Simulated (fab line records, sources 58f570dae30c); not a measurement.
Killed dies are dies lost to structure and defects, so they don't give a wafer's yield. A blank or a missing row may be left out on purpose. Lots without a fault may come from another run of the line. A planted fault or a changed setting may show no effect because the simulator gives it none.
fab line records | flow berkeley_cmos170 | part 1 of 2: steps 1 to 28 of 41
record lots=5 wafers=15 last_day=12
route steps=331 shown PWELL@49 WELLDRIVE@55 ACTIVE@60 PFIELD@79 FIELD@89
lots that met no fault: from a run of the same line without faults
start_h: hours from the record's first day to the start of the lot's first wafer shown | wait_h: hours since the lot's step before | " the same as in the row above | L1.1+2: a row that stands for several wafers | - no value, or no start given | * or withheld: withheld | < > ~ a bound
route shown NAME@n: a module of which the file shows steps, and the number in the route of the first | usual: mean/standard deviation of fault-free wafers | same: alike in all rows | chamber/n: place in a boat | sites: the reading at each site | _std_site: their standard deviation | _edge_site: outer sites' mean less inner sites' | radius_mm: how far each site lies from the wafer's centre | mask NAME#n: copy n | behind: the tool/chamber that last shaped the wafer | hold: why the lot was held/for how many hours/how that ended | device: the transistor (n, p or np) that didn't switch | end of line: the same wafers' tests at the end of the route | a step without rows: its recipe alone | killed: dies lost to structure and defects at the first sort, not the wafer's yield | map: a wafer's dies, x killed, . not, _ none there
set.NAME: the setting as run; set.NAME@STEP: as run at that earlier step | model.NAME: the simulator's own value behind a step, which no gauge read
lots at some steps of the route; a table a step, a row a wafer
services: from which hour (start_h, from the record's first day; less than 0 if before it) a tool's chamber was out of use, for how many hours, and why
## steps
# step UCB170_PWELL_IMPLANT_15
# recipe species=B dose_cm2=5e+12 energy_kev=60 tilt_deg=7
# columns lot.wafer tool chamber start_h wait_h
L074.3+4+5 implanter-03 0 55.57 0.1
L088.1+2+3 implanter-02 0 129.93 0.1
L094.2+3+4 implanter-04 0 155.08 0.1
L097.2+5+6 implanter-02 0 166.24 0.1
L095.3+5+6 implanter-03 0 167.02 0.1
# step UCB170_PWELL_STRIP_16
# recipe chemistry=O2 power_w=400 pressure_mtorr=3500 platen_temp_c=withheld o2_flow_sccm=400 overash_fraction=0.5
# usual drypump_motor_current_A=5.7/0.5 oes_product_au=0.721/0.0049 strip_time_to_endpoint_s=18.09/0.07
# columns lot.wafer tool chamber start_h wait_h drypump_motor_current_A oes_product_au rf_hours_counter_h strip_time_to_endpoint_s
L074.3 plasma_asher-04 0 55.70 0.1 5.3 0.725 - 18.09
L074.4 " 1 " " 6.2 0.718 - 18.12
L074.5 " 1 " " 6.2 0.719 - 18.14
L088.1 plasma_asher-01 1 130.08 0.1 5.4 0.717 38 18.05
L088.2 " 0 " " 5.4 0.724 38 18.07
L088.3 " 1 " " 5.4 0.717 - 18.01
L094.2 plasma_asher-02 0 155.20 0.1 5.2 0.728 42 18.14
L094.3 " 0 " " 5.1 0.718 - 18.14
L094.4 " 1 " " 6.4 0.727 - 18.09
L097.2 plasma_asher-02 1 166.37 0.1 6.4 0.720 43 18.22
L097.5 " 1 " " 6.4 0.714 - 18.18
L097.6 " 0 " " 5.2 0.721 - 18.18
L095.3 plasma_asher-02 0 167.15 0.1 5.1 0.716 - 18.13
L095.5 " 1 " " 6.4 0.720 - 18.15
L095.6 " 0 " " 5.2 0.729 - 18.14
# step UCB170_PWELL_TW_MEAS_17
# usual PWELL_TW=383/3.9
# columns lot.wafer tool chamber start_h wait_h PWELL_TW
L074.3 film_metro-02 - 55.79 0.1 384
L074.4 " - " " 383
L074.5 " - " " 383
L088.1 film_metro-01 - 130.18 0.1 378
L088.2 " - " " 374
L088.3 " - " " 376
L094.2 film_metro-01 - 155.31 0.1 379
L094.3 " - " " 380
L094.4 " - " " 380
L097.2 film_metro-03 - 166.48 0.1 386
L097.5 " - " " 386
L097.6 " - " " 388
L095.3 film_metro-01 - 167.24 0.1 379
L095.5 " - " " 376
L095.6 " - " " 378
# step UCB170_PWELL_CLEAN_18
# recipe chemistry=SPM temp_c=120 time_s=600
# usual temp_c=120.00/0.14
# columns lot.wafer tool chamber start_h wait_h temp_c
L074.3 wet_bench-03 3 59.17 3.4 119.85
L074.4 " 3 " " 119.95
L074.5 " 3 " " 119.83
L088.1 wet_bench-04 3 130.24 0.1 120.17
L088.2 " 3 " " 119.83
L088.3 " 3 " " 120.00
L094.2 wet_bench-03 2 155.36 0.0 120.06
L094.3 " 2 " " 119.92
L094.4 " 2 " " 120.17
L097.2 wet_bench-04 2 166.53 0.0 119.86
L097.5 " 2 " " 120.07
L097.6 " 2 " " 120.19
L095.3 wet_bench-03 3 168.30 1.1 119.87
L095.5 " 3 " " 120.16
L095.6 " 3 " " 119.98
# step UCB170_PWELL_WET_ETCH_19
# recipe chemistry=H3PO4 target=Si3N4 temp_c=160 time_s=14400
# usual temp_c=159.98/0.15
# columns lot.wafer tool chamber start_h wait_h temp_c
L074.3 wet_bench-04 1 59.60 0.0 159.94
L074.4 " 1 " " 159.92
L074.5 " 1 " " 160.00
L088.1 wet_bench-04 3 130.59 0.2 159.88
L088.2 " 3 " " 160.15
L088.3 " 3 " " 159.87
L094.2 wet_bench-04 2 155.54 0.0 159.88
L094.3 " 2 " " 159.65
L094.4 " 2 " " 159.83
L097.2 wet_bench-04 3 166.72 0.0 159.69
L097.5 " 3 " " 159.94
L097.6 " 3 " " 159.73
L095.3 wet_bench-03 3 168.49 0.0 159.95
L095.5 " 3 " " 160.16
L095.6 " 3 " " 159.99
# step UCB170_PWELL_WET_ETCH_20
# recipe chemistry=BOE dilution=5:1 target=SiO2 temp_c=25 time_s=22
# usual temp_c=25.01/0.1
# columns lot.wafer tool chamber start_h wait_h temp_c
L074.3 wet_bench-01 1 68.35 0.0 25.05
L074.4 " 1 " " 25.13
L074.5 " 1 " " 25.07
L088.1 wet_bench-03 1 137.44 2.8 25.00
L088.2 " 1 " " 25.00
L088.3 " 1 " " 25.09
L094.2 wet_bench-04 0 159.63 0.1 25.09
L094.3 " 0 " " 25.06
L094.4 " 0 " " 24.96
L097.2 wet_bench-01 1 171.09 0.0 25.18
L097.5 " 1 " " 24.91
L097.6 " 1 " " 25.03
L095.3 wet_bench-03 2 172.50 0.0 25.16
L095.5 " 2 " " 24.85
L095.6 " 2 " " 24.95
# step UCB170_WELLDRIVE_CLEAN_00
# recipe chemistry=SPM temp_c=120 time_s=600
# usual temp_c=120.04/0.15
# columns lot.wafer tool chamber start_h wait_h temp_c
L074.3 wet_bench-01 2 68.36 0.0 119.90
L074.4 " 2 " " 120.18
L074.5 " 2 " " 120.01
L088.1 wet_bench-03 3 138.42 1.0 120.04
L088.2 " 3 " " 119.99
L088.3 " 3 " " 120.12
L094.2 wet_bench-01 3 159.84 0.2 119.75
L094.3 " 3 " " 119.76
L094.4 " 3 " " 119.81
L097.2 wet_bench-04 3 171.11 0.0 119.94
L097.5 " 3 " " 119.76
L097.6 " 3 " " 119.75
L095.3 wet_bench-03 1 172.52 0.0 120.25
L095.5 " 1 " " 120.28
L095.6 " 1 " " 120.03
# step UCB170_WELLDRIVE_OXIDATION_01
# recipe temp_c=1100 ambient=O2 target_thk_a=1990 ox_time_s=9000
# columns lot.wafer tool chamber start_h wait_h
L074.3+4+5 furnace-01 0 71.87 3.3
L088.1+2+3 furnace-02 0 140.82 2.0
L094.2+3+4 furnace-04 0 162.32 2.3
L095.3+5+6 furnace-04 0 175.94 3.2
L097.2+5+6 furnace-04 0 175.94 4.7
# step UCB170_WELLDRIVE_THK_MEAS_02
# recipe reads=SiO2_of_WELLDRIVE_OXIDATION_01
# usual WELLDRIVE_OXIDE_THK=201.1/2.8
# columns lot.wafer tool chamber start_h wait_h WELLDRIVE_OXIDE_THK[nm]
L074.3 film_metro-03 - 75.39 0.0 200.6
L074.4 " - " " 201.4
L074.5 " - " " 204.1
L088.1 film_metro-04 - 144.32 0.0 200.3
L088.2 " - " " 199.2
L088.3 " - " " 197.0
L094.2 film_metro-01 - 165.83 0.0 204.2
L094.3 " - " " 202.2
L094.4 " - " " 200.6
L097.2 film_metro-03 - 179.45 0.0 202.4
L097.5 " - " " 204.2
L097.6 " - " " 205.5
L095.3 film_metro-03 - 179.52 0.1 203.1
L095.5 " - " " 201.7
L095.6 " - " " 205.1
# step UCB170_WELLDRIVE_ANNEAL_03
# recipe temp_c=1100 time_s=900 ambient=N2
# columns lot.wafer tool chamber start_h wait_h
L074.3+4+5 furnace-02 0 79.32 3.9
L088.1+2+3 furnace-02 0 149.01 4.7
L094.2+3+4 furnace-02 0 167.38 1.5
L095.3+5+6 furnace-01 0 183.38 3.8
L097.2+5+6 furnace-01 0 183.38 3.9
# step UCB170_WELLDRIVE_WET_ETCH_04
# recipe chemistry=BOE dilution=5:1 target=SiO2 temp_c=25 time_s=120
# usual temp_c=24.98/0.097
# columns lot.wafer tool chamber start_h wait_h temp_c
L074.3 wet_bench-03 2 80.57 0.0 24.97
L074.4 " 2 " " 24.94
L074.5 " 2 " " 25.08
L088.1 wet_bench-03 1 150.26 0.0 25.05
L088.2 " 1 " " 25.01
L088.3 " 1 " " 25.04
L094.2 wet_bench-01 3 168.98 0.3 24.94
L094.3 " 3 " " 25.04
L094.4 " 3 " " 25.02
L095.3 wet_bench-04 2 186.17 1.5 25.06
L095.5 " 2 " " 25.04
L095.6 " 2 " " 25.10
L097.2 wet_bench-04 3 186.17 1.5 24.94
L097.5 " 3 " " 25.16
L097.6 " 3 " " 24.94
# step UCB170_ACTIVE_CLEAN_00
# recipe chemistry=SPM temp_c=120 time_s=600
# usual temp_c=119.99/0.13
# columns lot.wafer tool chamber start_h wait_h temp_c
L074.3 wet_bench-01 0 80.64 0.0 120.20
L074.4 " 0 " " 120.31
L074.5 " 0 " " 120.27
L088.1 wet_bench-03 2 150.31 0.0 119.93
L088.2 " 2 " " 119.84
L088.3 " 2 " " 119.76
L094.2 wet_bench-01 2 169.26 0.2 120.00
L094.3 " 2 " " 120.10
L094.4 " 2 " " 120.03
L095.3 wet_bench-03 2 188.46 2.2 119.86
L095.5 " 2 " " 119.93
L095.6 " 2 " " 119.81
L097.2 wet_bench-03 1 188.46 2.2 119.78
L097.5 " 1 " " 119.87
L097.6 " 1 " " 119.91
# step UCB170_ACTIVE_CLEAN_01
# recipe chemistry=dHF dilution=25:1 time_s=60
# columns lot.wafer tool chamber start_h wait_h
L074.3+4+5 wet_bench-03 1 80.81 0.0
L088.1+2+3 wet_bench-04 3 150.48 0.0
L094.2+3+4 wet_bench-01 2 169.90 0.5
L095.3+5+6 wet_bench-03 0 188.88 0.2
L097.2+5+6 wet_bench-03 1 188.88 0.2
# step UCB170_ACTIVE_OXIDATION_02
# recipe temp_c=1000 ambient=O2 target_thk_a=264 ox_time_s=1260
# columns lot.wafer tool chamber start_h wait_h
L074.3+4+5 furnace-04 0 84.37 3.5
L088.1+2+3 furnace-02 0 154.60 4.1
L094.2+3+4 furnace-01 0 173.68 3.8
L095.3+5+6 furnace-04 0 193.14 4.2
L097.2+5+6 furnace-04 0 193.14 4.2
# step UCB170_ACTIVE_THK_MEAS_03
# recipe reads=SiO2_of_ACTIVE_OXIDATION_02
# usual ACTIVE_OXIDE_THK=26.5/0.46
# columns lot.wafer tool chamber start_h wait_h ACTIVE_OXIDE_THK[nm]
L074.3 film_metro-02 - 85.74 0.0 25.5
L074.4 " - " " 25.4
L074.5 " - " " 25.8
L088.1 film_metro-01 - 155.95 0.0 26.6
L088.2 " - " " 26.2
L088.3 " - " " 27.0
L094.2 film_metro-02 - 175.04 0.0 26.8
L094.3 " - " " 26.5
L094.4 " - " " 26.7
L095.3 film_metro-02 - 194.51 0.0 26.5
L095.5 " - " " 26.6
L095.6 " - " " 26.8
L097.2 film_metro-04 - 194.53 0.0 26.9
L097.5 " - " " 26.4
L097.6 " - " " 26.7
# step UCB170_ACTIVE_ANNEAL_04
# recipe temp_c=1000 time_s=900 ambient=N2
# columns lot.wafer tool chamber start_h wait_h
L074.3+4+5 furnace-04 0 89.81 4.1
L088.1+2+3 furnace-01 0 160.30 4.3
L094.2+3+4 furnace-04 0 179.44 4.4
L095.3+5+6 furnace-01 0 198.18 3.7
L097.2+5+6 furnace-01 0 198.18 3.6
# step UCB170_ACTIVE_CVD_05
# recipe material=Si3N4 target_thk_nm=220 temp_c=800 precursor=SiH2Cl2/NH3 time_s=3300 pressure_mtorr=200 sih2cl2_flow_sccm=25 nh3_flow_sccm=75
# columns lot.wafer tool chamber start_h wait_h
L074.3+4+5 lpcvd-02 1 91.06 0.0
L088.1+2+3 lpcvd-01 1 164.54 3.0
L094.2+3+4 lpcvd-01 0 181.13 0.4
L095.3+5+6 lpcvd-01 0 199.43 0.0
L097.2+5+6 lpcvd-01 1 199.43 0.0
# step UCB170_ACTIVE_THK_MEAS_06
# recipe reads=Si3N4_of_ACTIVE_CVD_05
# usual ACTIVE_NITRIDE_THK=219.4/2.4
# columns lot.wafer tool chamber start_h wait_h ACTIVE_NITRIDE_THK[nm]
L074.3 film_metro-04 - 92.99 0.0 224.2
L074.4 " - " " 224.3
L074.5 " - " " 224.7
L088.1 film_metro-02 - 166.52 0.1 217.1
L088.2 " - " " 216.5
L088.3 " - " " 218.0
L094.2 film_metro-02 - 183.05 0.0 219.9
L094.3 " - " " 219.3
L094.4 " - " " 220.0
L095.3 film_metro-01 - 201.37 0.0 217.6
L095.5 " - " " 220.2
L095.6 " - " " 218.5
L097.2 film_metro-04 - 201.38 0.0 219.1
L097.5 " - " " 217.6
L097.6 " - " " 219.2
# step UCB170_ACTIVE_HMDS_07
# recipe prime_time_s=60 prime_temp_c=100
# columns lot.wafer tool chamber start_h wait_h
L074.3+4+5 litho_track-01 0 93.08 0.1
L088.1+2+3 litho_track-01 0 167.28 0.8
L094.2+3+4 litho_track-01 0 183.13 0.1
L095.3+5+6 litho_track-04 0 201.75 0.4
L097.2+5+6 litho_track-04 0 202.18 0.8
# step UCB170_ACTIVE_COAT_08
# recipe resist=KrF spin_rpm=1500 resist_thk_nm=900
# columns lot.wafer tool chamber start_h wait_h
L074.3+4+5 litho_track-01 0 93.23 0.1
L088.1+2+3 litho_track-01 0 167.43 0.1
L094.2+3+4 litho_track-01 0 183.28 0.1
L095.3+5+6 litho_track-04 0 201.90 0.1
L097.2+5+6 litho_track-04 0 202.33 0.1
# step UCB170_ACTIVE_SOFTBAKE_09
# recipe resist=KrF temp_c=130 time_s=60
# usual heater_power_total_W=56.81/0.04
# columns lot.wafer tool chamber start_h wait_h heater_power_total_W
L074.3 litho_track-01 0 93.38 0.1 56.84
L074.4 " 0 " " 56.79
L074.5 " 0 " " 56.81
L088.1 litho_track-01 0 167.58 0.1 56.86
L088.2 " 0 " " 56.84
L088.3 " 0 " " 56.83
L094.2 litho_track-01 0 183.43 0.1 56.78
L094.3 " 0 " " 56.76
L094.4 " 0 " " 56.79
L095.3 litho_track-04 0 202.05 0.1 56.78
L095.5 " 0 " " 56.87
L095.6 " 0 " " 56.78
L097.2 litho_track-04 0 202.48 0.1 56.78
L097.5 " 0 " " 56.80
L097.6 " 0 " " 56.85
# step UCB170_ACTIVE_EXPOSE_10
# recipe mask_id=ACTIVE target_cd_nm=1200 na=0.5 sigma_outer=0.6 source_shape=conventional dose_mj=20
# usual focus_offset_nm=0.0/0.48
# columns lot.wafer tool chamber start_h wait_h mask focus_offset_nm
L074.3 krf_scanner-02 0 93.76 0.4 ACTIVE#0 0.1
L074.4 " 0 " " ACTIVE#0 0.4
L074.5 " 0 " " ACTIVE#0 0.3
L088.1 krf_scanner-02 0 168.09 0.5 ACTIVE#0 -0.3
L088.2 " 0 " " ACTIVE#0 0.2
L088.3 " 0 " " ACTIVE#0 -0.8
L094.2 krf_scanner-01 0 183.70 0.2 ACTIVE#0 0.2
L094.3 " 0 " " ACTIVE#0 1.1
L094.4 " 0 " " ACTIVE#0 -0.4
L095.3 krf_scanner-01 0 202.19 0.1 ACTIVE#0 0.1
L095.5 " 0 " " ACTIVE#0 0.0
L095.6 " 0 " " ACTIVE#0 -0.4
L097.2 krf_scanner-01 0 202.73 0.2 ACTIVE#0 0.4
L097.5 " 0 " " ACTIVE#0 -0.1
L097.6 " 0 " " ACTIVE#0 -0.5
# step UCB170_ACTIVE_PEB_11
# recipe peb_temp_c=130 peb_time_s=withheld resist=KrF
# usual heater_power_total_W=56.80/0.049
# columns lot.wafer tool chamber start_h wait_h heater_power_total_W
L074.3 litho_track-01 0 93.92 0.1 56.79
L074.4 " 0 " " 56.78
L074.5 " 0 " " 56.86
L088.1 litho_track-03 0 168.38 0.3 56.85
L088.2 " 0 " " 56.86
L088.3 " 0 " " 56.76
L094.2 litho_track-01 0 183.82 0.1 56.79
L094.3 " 0 " " 56.83
L094.4 " 0 " " 56.75
L095.3 litho_track-01 0 202.99 0.8 56.81
L095.5 " 0 " " 56.70
L095.6 " 0 " " 56.78
L097.2 litho_track-04 0 203.35 0.6 56.85
L097.5 " 0 " " 56.78
L097.6 " 0 " " 56.77
# step UCB170_ACTIVE_DEVELOP_12
# recipe developer=TMAH develop_time_s=45 resist=KrF dev_temp_c=21
# columns lot.wafer tool chamber start_h wait_h
L074.3+4+5 litho_track-01 0 - -
L088.1+2+3 litho_track-03 0 - -
L094.2+3+4 litho_track-01 0 - -
L095.3+5+6 litho_track-01 0 - -
L097.2+5+6 litho_track-04 0 - -
# step UCB170_ACTIVE_CD_MEAS_13
# recipe target_cd_nm=1200
# usual cd_nm=1200.3/1.4
# columns lot.wafer tool chamber start_h wait_h cd_nm
L074.3 cd_sem-02 - 94.19 - 1198.6
L074.4 " - " " 1199.3
L074.5 " - " " 1198.9
L088.1 cd_sem-02 - 168.72 - 1198.0
L088.2 " - " " 1196.5
L088.3 " - " " 1198.7
L094.2 cd_sem-02 - 184.09 - 1201.0
L094.3 " - " " 1202.1
L094.4 " - " " 1203.2
L095.3 cd_sem-02 - 203.26 - 1198.5
L095.5 " - " " 1198.6
L095.6 " - " " 1197.7
L097.2 cd_sem-02 - 203.68 - 1198.6
L097.5 " - " " 1200.2
L097.6 " - " " 1199.9
# step UCB170_ACTIVE_OVL_MEAS_14
# usual ACTIVE_OVL=-1/5.5
# columns lot.wafer tool chamber start_h wait_h ACTIVE_OVL[nm]
L074.3 overlay-01 - 94.28 0.1 -1
L074.4 " - " " -2
L074.5 " - " " 0
L088.1 overlay-02 - 168.86 0.1 5
L088.2 " - " " 0
L088.3 " - " " 11
L094.2 overlay-02 - 184.19 0.1 4
L094.3 " - " " -10
L094.4 " - " " 0
L095.3 overlay-01 - 203.35 0.1 8
L095.5 " - " " -2
L095.6 " - " " -1
L097.2 overlay-01 - 203.79 0.1 -1
L097.5 " - " " -3
L097.6 " - " " -6
# step UCB170_ACTIVE_ETCH_15
# recipe chemistry=CH3F/Ar/O2 target=Si3N4 stop_on=SiO2 CH3F_flow_sccm=20 Ar_flow_sccm=50 O2_flow_sccm=7 pressure_mtorr=50 rf_w=450 target_depth_a=2420 over_etch_frac=0.1 time_s=151
# usual drypump_motor_current_A=5.7/0.33 mfc_ar_sccm=50.00/0.14 oes_product_au=0.939/0.014 rf_fwd_power_W=448.5/1.4 throttle_valve_pct=8.07/0.16
# columns lot.wafer tool chamber start_h wait_h drypump_motor_current_A mfc_ar_sccm oes_product_au rf_fwd_power_W rf_hours_counter_h throttle_valve_pct
L074.3 rie_diel-01 1 94.30 0.0 5.8 49.92 0.972 448.0 135 8.13
L074.4 " 0 " " 5.1 49.88 0.931 447.2 141 8.11
L074.5 " 0 " " 5.1 49.86 0.939 448.9 - 8.11
L088.1 rie_diel-04 0 168.90 0.0 5.7 50.19 0.930 448.1 7 8.07
L088.2 " 1 " " 5.4 49.97 0.928 446.0 122 8.00
L088.3 " 2 " " 6.4 49.83 0.940 450.1 145 8.12
L094.2 rie_diel-01 2 184.22 0.0 6.3 50.30 0.938 449.3 88 8.07
L094.3 " 0 " " 5.1 50.12 0.918 445.5 146 8.11
L094.4 " 3 " " 5.5 49.91 0.950 447.5 136 8.14
L095.3 rie_diel-01 1 203.37 0.0 5.8 50.06 0.946 450.8 141 8.10
L095.5 " 2 " " 6.3 49.97 0.938 451.1 - 8.05
L095.6 " 3 " " 5.5 50.00 0.937 449.0 - 8.15
L097.2 rie_diel-04 3 203.82 0.0 5.8 50.18 0.924 447.7 130 7.91
L097.5 " 0 " " 5.8 49.87 0.935 448.7 - 8.06
L097.6 " 1 " " 5.4 49.97 0.933 448.6 - 7.98
# step UCB170_ACTIVE_STRIP_16
# recipe chemistry=O2 power_w=400 pressure_mtorr=3500 platen_temp_c=withheld o2_flow_sccm=400 overash_fraction=0.5
# usual drypump_motor_current_A=5.6/0.33 oes_product_au=0.721/0.0041 strip_time_to_endpoint_s=18.08/0.076
# columns lot.wafer tool chamber start_h wait_h drypump_motor_current_A oes_product_au rf_hours_counter_h strip_time_to_endpoint_s
L074.3 plasma_asher-04 1 94.44 0.1 6.2 0.726 - 18.08
L074.4 " 0 " " 5.3 0.717 - 18.08
L074.5 " 1 " " 6.2 0.724 - 18.12
L088.1 plasma_asher-03 1 169.00 0.1 5.7 0.726 6 18.09
L088.2 " 0 " " 5.3 0.723 6 18.08
L088.3 " 1 " " 5.8 0.721 - 18.03
L094.2 plasma_asher-04 0 184.33 0.1 5.3 0.724 45 17.93
L094.3 " 1 " " 6.2 0.726 - 18.02
L094.4 " 0 " " 5.3 0.716 - 18.12
L095.3 plasma_asher-04 0 203.51 0.1 5.3 0.728 - 18.08
L095.5 " 1 " " 6.2 0.714 - 18.05
L095.6 " 0 " " 5.3 0.722 - 18.12
L097.2 plasma_asher-01 0 203.92 0.1 5.5 0.719 47 18.00
L097.5 " 0 " " 5.5 0.722 - 17.93
L097.6 " 1 " " 5.4 0.722 - 18.10
